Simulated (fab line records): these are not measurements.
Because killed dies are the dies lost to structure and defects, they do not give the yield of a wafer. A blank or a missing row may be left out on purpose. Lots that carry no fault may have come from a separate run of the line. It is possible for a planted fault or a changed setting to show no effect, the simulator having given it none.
Which of the tools did it? -- flow berkeleyCmos170 -- 14 lots, 42 wafers sampled, at 1 step of a route of 331

== WHAT THE GAUGES SHOWED, per wafer ==
UCB170_GATE_THK_MEAS_02. Usual: GATE_OXIDE_THK 6.56 nm, standard deviation 0.15.
lot,measured,on,GATE_OXIDE_THK (nm),flag
L175,day 5 18:47,filmMetro-04,6.48 6.54 6.56,
L176,day 6 01:56,filmMetro-03,6.75 6.85 6.66,
L177,day 6 06:54,filmMetro-02,6.46 6.60 6.40,
L178,day 6 18:43,filmMetro-04,6.57 6.53 6.50,
L179,day 6 18:44,filmMetro-02,6.53 6.59 6.57,
L180,day 6 23:27,filmMetro-04,6.53 6.50 6.48,
L181,day 6 23:28,filmMetro-02,6.75 6.78 6.73,
L187,day 8 11:56,filmMetro-04,6.34 6.62 6.37,
L190,day 8 19:58,filmMetro-03,6.67 6.70 6.71,
L192,day 9 06:02,filmMetro-02,6.63 6.66 6.67,
L191,day 9 06:05,filmMetro-02,6.40 6.61 6.56,
L194,day 10 02:08,filmMetro-02,6.58 6.44 6.57,
L195,day 10 07:56,filmMetro-04,6.72 6.53 6.52,
L197,day 10 15:26,filmMetro-02,6.61 6.56 6.56,

== TOOL THAT RAN EACH LOT (tool first, then ch and the chambers of the sampled wafers, then the start) ==
Record: no process step prior to these readings.

== WHAT THE TOOLS THEMSELVES READ (means of the sampled wafers that have a number; where no wafer has one, the mark that the record gives instead) ==
The record holds no such reading with a usual standard deviation.

== THE ANSWER, worked out from the rows above alone ==
Rule: take the mean of a lot's wafers that have a number; if it is more than 3 standard deviations from the usual mean, the lot is off. A lot without any number at a reading at which 4 lots or more have one is off too. Any other lot the step has rows for is counted as sound. After the gauges, taken in route order, come the tools' own readings; for these a lot's mean is taken, as printed above. At the first step where some lot is off, the reading lying furthest off is the one used; lots without a number count as furthest.
No lot is off at any reading shown: from this, nothing can be told.

== WHAT THE SIMULATOR HAD INSERTED ==
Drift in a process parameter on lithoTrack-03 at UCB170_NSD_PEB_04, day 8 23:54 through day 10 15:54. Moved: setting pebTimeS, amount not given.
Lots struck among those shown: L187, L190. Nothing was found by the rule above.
